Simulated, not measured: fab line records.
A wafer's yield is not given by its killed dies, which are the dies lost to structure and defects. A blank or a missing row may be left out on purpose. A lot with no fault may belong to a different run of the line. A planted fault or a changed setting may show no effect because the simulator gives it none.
fab line records + flow rit_cmos
record
- lots=14
- wafers=42
- last_day=8
route steps=202 shown NRETRO@61 M1@202
lots that met no fault: from a run of the same line without faults
start_h: the number of hours between the record's first day and the start of the first shown wafer of the lot + wait_h: hours since the lot's step before + " as in the row above + L1.1+2: several wafers, shown together as one row + - value missing, or start not given + * or withheld: withheld + < > ~ a bound
route shown NAME@n: a module of which the file shows steps, and the number in the route of the first + usual: mean and standard deviation over wafers with no fault + same: alike in all rows + chamber/n: place in a boat + sites: the reading at each site + _std_site: standard deviation across them + _edge_site: mean of outer sites minus mean of inner sites + radius_mm: how far each site lies from the wafer's centre + mask NAME#n: copy n + behind: the most recent tool/chamber to have shaped the wafer + hold: reason for holding the lot/hours on hold/outcome of the hold + device: which transistor (n, p or np) failed to switch + end of line: tests run on the same wafers once the route is complete + where a step has no rows: the recipe by itself + killed: not the wafer's yield, but the dies lost to structure and defects at the first sort + map: shows each die of a wafer: x if killed, . if not, _ if none is there
set.NAME: the setting that was run; set.NAME@STEP: the one run at that earlier step + model.NAME: the simulator's own value behind a step, which no gauge read
steps of the route over a sample of lots; a table a step, a row a wafer
services: when a tool's chamber went out of use (start_h, in hours from the record's first day, below 0 if earlier), for how many hours, and the reason
## steps
# step RIT_NRETRO_IMPLANT_08
# recipe
- species=P
- energy_kev=70
- dose_cm2=1e+13
- tilt_deg=6.656
# usual
- dose_ions_cm2=9.997e+12/1.1e+10
- faraday_current_uA=31.7/0.54
| lot.wafer | tool         | chamber | start_h | wait_h | dose_ions_cm2 | faraday_current_uA |
|-----------|--------------|---------|---------|--------|---------------|--------------------|
| L348.1    | implanter-03 | 0       | 31.83   | 0.2    | 1.0002e+13    | 30.8               |
| L348.4    | "            | 0       | "       | "      | 9.987e+12     | 32.0               |
| L348.5    | "            | 0       | "       | "      | 9.99e+12      | 31.8               |
| L349.1    | implanter-04 | 0       | 36.91   | 0.2    | 9.975e+12     | 32.1               |
| L349.2    | "            | 0       | "       | "      | 9.985e+12     | 31.8               |
| L349.4    | "            | 0       | "       | "      | 9.983e+12     | 32.0               |
| L351.4    | implanter-01 | 0       | 47.16   | 0.2    | 9.994e+12     | 31.0               |
| L351.5    | "            | 0       | "       | "      | 1.0011e+13    | 30.6               |
| L351.6    | "            | 0       | "       | "      | 1.0011e+13    | 30.9               |
| L353.3    | implanter-03 | 0       | 58.09   | 0.2    | 9.992e+12     | 31.7               |
| L353.4    | "            | 0       | "       | "      | 9.999e+12     | 32.1               |
| L353.5    | "            | 0       | "       | "      | 1.0008e+13    | 31.3               |
| L355.1    | implanter-01 | 0       | 67.17   | 0.2    | 1.0013e+13    | 30.9               |
| L355.2    | "            | 0       | "       | "      | 1.0007e+13    | 31.2               |
| L355.5    | "            | 0       | "       | "      | 1.0007e+13    | 31.7               |
| L356.1    | implanter-03 | 0       | 75.44   | 0.2    | 9.994e+12     | 31.3               |
| L356.5    | "            | 0       | "       | "      | 9.996e+12     | 31.9               |
| L356.6    | "            | 0       | "       | "      | 9.986e+12     | 31.3               |
| L357.1    | implanter-04 | 0       | 80.40   | 0.2    | 9.992e+12     | 31.4               |
| L357.5    | "            | 0       | "       | "      | 9.989e+12     | 32.6               |
| L357.6    | "            | 0       | "       | "      | 9.987e+12     | 31.3               |
| L359.1    | implanter-03 | 0       | 91.15   | 0.2    | 9.984e+12     | 31.9               |
| L359.5    | "            | 0       | "       | "      | 9.998e+12     | 31.7               |
| L359.6    | "            | 0       | "       | "      | 9.991e+12     | 32.0               |
| L364.1    | implanter-03 | 0       | 123.75  | 0.2    | 1.5951e+13    | 51.2               |
| L364.2    | "            | 0       | "       | "      | 1.5955e+13    | 50.3               |
| L364.4    | "            | 0       | "       | "      | 1.5953e+13    | 50.6               |
| L365.1    | implanter-01 | 0       | 123.99  | 0.2    | 1.0009e+13    | 31.8               |
| L365.3    | "            | 0       | "       | "      | 1.0002e+13    | 32.3               |
| L365.5    | "            | 0       | "       | "      | 9.988e+12     | 32.0               |
| L369.2    | implanter-01 | 0       | 138.46  | 0.2    | 1.0003e+13    | 32.2               |
| L369.4    | "            | 0       | "       | "      | 1.0005e+13    | 31.3               |
| L369.6    | "            | 0       | "       | "      | 9.994e+12     | 32.6               |
| L367.4    | implanter-03 | 0       | 138.56  | 0.2    | 1.5959e+13    | 51.1               |
| L367.5    | "            | 0       | "       | "      | 1.5944e+13    | 50.7               |
| L367.6    | "            | 0       | "       | "      | 1.596e+13     | 51.3               |
| L371.1    | implanter-04 | 0       | 148.34  | 0.2    | 9.983e+12     | 32.4               |
| L371.4    | "            | 0       | "       | "      | 9.996e+12     | 31.4               |
| L371.6    | "            | 0       | "       | "      | 9.999e+12     | 31.8               |
| L370.4    | implanter-04 | 0       | 149.84  | 0.2    | 1.0018e+13    | 31.6               |
| L370.5    | "            | 0       | "       | "      | 9.99e+12      | 31.5               |
| L370.6    | "            | 0       | "       | "      | 1.002e+13     | 31.1               |
# step RIT_NRETRO_TW_MEAS_10
# usual
- NRETRO_TW=1046/5.6
| lot.wafer | tool          | chamber | start_h | wait_h | NRETRO_TW |
|-----------|---------------|---------|---------|--------|-----------|
| L348.1    | film_metro-04 | -       | 32.15   | 0.1    | 1044      |
| L348.4    | "             | -       | "       | "      | 1040      |
| L348.5    | "             | -       | "       | "      | 1041      |
| L349.1    | film_metro-04 | -       | 37.24   | 0.1    | 1041      |
| L349.2    | "             | -       | "       | "      | 1040      |
| L349.4    | "             | -       | "       | "      | 1043      |
| L351.4    | film_metro-04 | -       | 47.44   | 0.1    | 1047      |
| L351.5    | "             | -       | "       | "      | 1040      |
| L351.6    | "             | -       | "       | "      | 1044      |
| L353.3    | film_metro-02 | -       | 58.39   | 0.1    | 1049      |
| L353.4    | "             | -       | "       | "      | 1046      |
| L353.5    | "             | -       | "       | "      | 1046      |
| L355.1    | film_metro-02 | -       | 67.49   | 0.1    | 1045      |
| L355.2    | "             | -       | "       | "      | 1052      |
| L355.5    | "             | -       | "       | "      | 1052      |
| L356.1    | film_metro-01 | -       | 75.77   | 0.1    | 1057      |
| L356.5    | "             | -       | "       | "      | 1053      |
| L356.6    | "             | -       | "       | "      | 1053      |
| L357.1    | film_metro-04 | -       | 80.73   | 0.1    | 1043      |
| L357.5    | "             | -       | "       | "      | 1048      |
| L357.6    | "             | -       | "       | "      | 1041      |
| L359.1    | film_metro-01 | -       | 91.48   | 0.1    | 1053      |
| L359.5    | "             | -       | "       | "      | 1047      |
| L359.6    | "             | -       | "       | "      | 1042      |
| L364.1    | film_metro-02 | -       | 124.08  | 0.1    | 1216      |
| L364.2    | "             | -       | "       | "      | 1218      |
| L364.4    | "             | -       | "       | "      | 1225      |
| L365.1    | film_metro-01 | -       | 124.32  | 0.1    | 1040      |
| L365.3    | "             | -       | "       | "      | 1045      |
| L365.5    | "             | -       | "       | "      | 1040      |
| L369.2    | film_metro-02 | -       | 138.77  | 0.1    | 1057      |
| L369.4    | "             | -       | "       | "      | 1050      |
| L369.6    | "             | -       | "       | "      | 1056      |
| L367.4    | film_metro-04 | -       | 138.84  | 0.1    | 1204      |
| L367.5    | "             | -       | "       | "      | 1207      |
| L367.6    | "             | -       | "       | "      | 1206      |
| L371.1    | film_metro-01 | -       | 148.67  | 0.1    | 1041      |
| L371.4    | "             | -       | "       | "      | 1038      |
| L371.6    | "             | -       | "       | "      | 1043      |
| L370.4    | film_metro-02 | -       | 150.12  | 0.1    | 1053      |
| L370.5    | "             | -       | "       | "      | 1050      |
| L370.6    | "             | -       | "       | "      | 1052      |
# step RIT_M1_PROBE_99
# usual
- killed_at_contacts=0.1/0.23
- killed_at_front_end=6.6/2.9
- killed_dies=6.7/3
- killed_open=3.5/2.1
- killed_short=3.2/1.8
# same
- gross_dies=264
- killed_at_M0_to_M3=0
- killed_at_M4_up=0
- killed_at_back_side=0
- killed_at_other=0
| lot.wafer | tool      | chamber | start_h | wait_h | killed_at_contacts | killed_at_front_end | killed_dies | killed_open | killed_short |
|-----------|-----------|---------|---------|--------|--------------------|---------------------|-------------|-------------|--------------|
| L353.3    | prober-02 | -       | 86.36   | 0.2    | 0                  | 7                   | 7           | 5           | 2            |
| L353.4    | prober-02 | -       | 86.41   | 0.2    | 0                  | 3                   | 3           | 1           | 2            |
| L353.5    | prober-02 | -       | 86.46   | 0.2    | 0                  | 5                   | 5           | 3           | 2            |
| L355.1    | prober-02 | -       | 100.83  | 0.1    | 0                  | 10                  | 10          | 8           | 2            |
| L355.2    | prober-02 | -       | 100.88  | 0.1    | 0                  | 5                   | 5           | 4           | 1            |
| L355.5    | prober-02 | -       | 101.03  | 0.2    | 0                  | 5                   | 5           | 3           | 2            |
| L356.1    | prober-02 | -       | 106.64  | 0.1    | 0                  | 10                  | 10          | 4           | 6            |
| L356.5    | prober-02 | -       | 106.84  | 0.2    | 0                  | 11                  | 11          | 4           | 7            |
| L356.6    | prober-02 | -       | 106.89  | 0.2    | 0                  | 13                  | 13          | 7           | 6            |
| L357.1    | prober-01 | -       | 111.01  | 0.1    | 0                  | 11                  | 11          | 6           | 5            |
| L357.5    | prober-01 | -       | 111.21  | 0.2    | 0                  | 2                   | 2           | 2           | 0            |
| L357.6    | prober-01 | -       | 111.26  | 0.2    | 0                  | 6                   | 6           | 3           | 3            |
| L369.2    | prober-01 | -       | 174.21  | 0.1    | 1                  | 11                  | 12          | 5           | 7            |
| L369.4    | prober-01 | -       | 174.31  | 0.2    | 0                  | 6                   | 6           | 2           | 4            |
| L369.6    | prober-01 | -       | 174.41  | 0.2    | 1                  | 5                   | 6           | 2           | 4            |
| L370.4    | prober-01 | -       | 179.98  | 0.2    | 0                  | 4                   | 4           | 3           | 1            |
| L370.5    | prober-01 | -       | 180.03  | 0.2    | 0                  | 5                   | 5           | 2           | 3            |
| L370.6    | prober-01 | -       | 180.08  | 0.2    | 0                  | 7                   | 7           | 3           | 4            |
# killed by level:class
L353.3 GATE:geometric_particle:open=4 GATE:geometric_particle:short=1 REOX:geometric_particle:short=1 REOX:geometric_particle:open=1
L353.4 FOX2:geometric_particle:short=1 GATE:geometric_particle:short=1 GATE:geometric_particle:open=1
L353.5 FOX2:geometric_particle:open=1 GATE:geometric_particle:open=1 GATE:geometric_particle:short=1 REOX:geometric_particle:open=1 SPACER:geometric_particle:short=1
L355.1 GATE:geometric_particle:open=3 REOX:geometric_particle:open=3 ACTIVE:geometric_particle:open=1 FOX2:geometric_particle:open=1 GATE:geometric_particle:short=1 REOX:geometric_particle:short=1
L355.2 FOX2:geometric_particle:open=2 GATE:geometric_particle:open=1 SPACER:geometric_particle:open=1 SILICIDE:geometric_particle:short=1
L355.5 GATE:geometric_particle:open=3 FOX1:geometric_particle:short=1 SILICIDE:geometric_particle:short=1
L356.1 GATE:geometric_particle:short=3 GATE:geometric_particle:open=2 FOX1:geometric_particle:short=1 REOX:geometric_particle:open=1 REOX:geometric_particle:short=1 SPACER:geometric_particle:open=1 SPACER:geometric_particle:short=1
L356.5 GATE:geometric_particle:short=4 GATE:geometric_particle:open=4 SPACER:geometric_particle:short=3
L356.6 GATE:geometric_particle:short=5 REOX:geometric_particle:open=2 SPACER:geometric_particle:open=2 FOX1:geometric_particle:short=1 FOX2:geometric_particle:open=1 GATE:geometric_particle:open=1 SILICIDE:geometric_particle:open=1
L357.1 FOX1:geometric_particle:open=3 FOX1:geometric_particle:short=2 GATE:geometric_particle:short=2 GATE:geometric_particle:open=1 REOX:geometric_particle:open=1 SPACER:geometric_particle:open=1 SILICIDE:geometric_particle:short=1
L357.5 REOX:geometric_particle:open=2
L357.6 FOX1:geometric_particle:short=2 REOX:geometric_particle:open=2 GATE:geometric_particle:short=1 SPACER:geometric_particle:open=1
L369.2 GATE:geometric_particle:short=3 GATE:geometric_particle:open=3 FOX1:geometric_particle:short=1 FOX1:geometric_particle:open=1 FOX2:geometric_particle:short=1 FOX2:geometric_particle:open=1 SPACER:geometric_particle:short=1 CONTACT:geometric_particle:short=1
L369.4 GATE:geometric_particle:short=2 FOX2:geometric_particle:short=1 GATE:geometric_particle:open=1 REOX:geometric_particle:short=1 SILICIDE:geometric_particle:open=1
L369.6 FOX1:geometric_particle:short=1 FOX2:geometric_particle:short=1 GATE:geometric_particle:short=1 REOX:geometric_particle:open=1 SILICIDE:geometric_particle:short=1 CONTACT:geometric_particle:open=1
L370.4 GATE:geometric_particle:short=1 GATE:geometric_particle:open=1 SPACER:geometric_particle:open=1 SILICIDE:geometric_particle:open=1
L370.5 SPACER:geometric_particle:short=2 GATE:geometric_particle:open=1 GATE:geometric_particle:short=1 SPACER:geometric_particle:open=1
L370.6 GATE:geometric_particle:short=2 SPACER:geometric_particle:open=2 GATE:geometric_particle:open=1 REOX:geometric_particle:short=1 SILICIDE:geometric_particle:short=1
## services
| tool         | chamber | start_h | hours | kind   |
|--------------|---------|---------|-------|--------|
| implanter-03 | -       | 24.10   | 7.5   | repair |
| implanter-03 | -       | 45.38   | 2.2   | pm     |
| implanter-04 | -       | 64.56   | 4.2   | pm     |
| implanter-01 | -       | 114.23  | 5.9   | pm     |
| implanter-04 | -       | 126.57  | 2.0   | repair |
| implanter-03 | -       | 147.97  | 4.3   | pm     |
## key
first_sign
- step=RIT_NRETRO_IMPLANT_08
- reading=dose_ions_cm2
- direction=up
- sigmas=99+
- usual=9.997e+12
- struck=1.5954e+13
effect
- step=RIT_NRETRO_IMPLANT_08
- reading=faraday_current_uA
- direction=up
- sigmas=36
- usual=31.7
- struck=50.9
effect
- step=RIT_NRETRO_TW_MEAS_10
- reading=NRETRO_TW
- direction=up
- sigmas=30
- usual=1046
- struck=1213
met_at RIT_NRETRO_IMPLANT_08
struck_lots L364,L367
tester_left_out L364,L367
onset_between 91.15 123.75
fault
- kind=process_parameter_drift
- tool=implanter-03
- chamber=-
- onset_h=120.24
- steps=RIT_NRETRO_IMPLANT_08
- channel=dose_cm2
- offset=5.9617e+12
- shape=step
- end_h=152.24
- acts_in=these_recipes_only
- stated=1e+13
# tester_left_out: of these lots the tester's yield and bins aren't shown, on N5 and GAA mostly nor the transistor test; their killed dies are dies lost to structure and defects alone, not to doping, threshold or leakage, so they don't give the yield
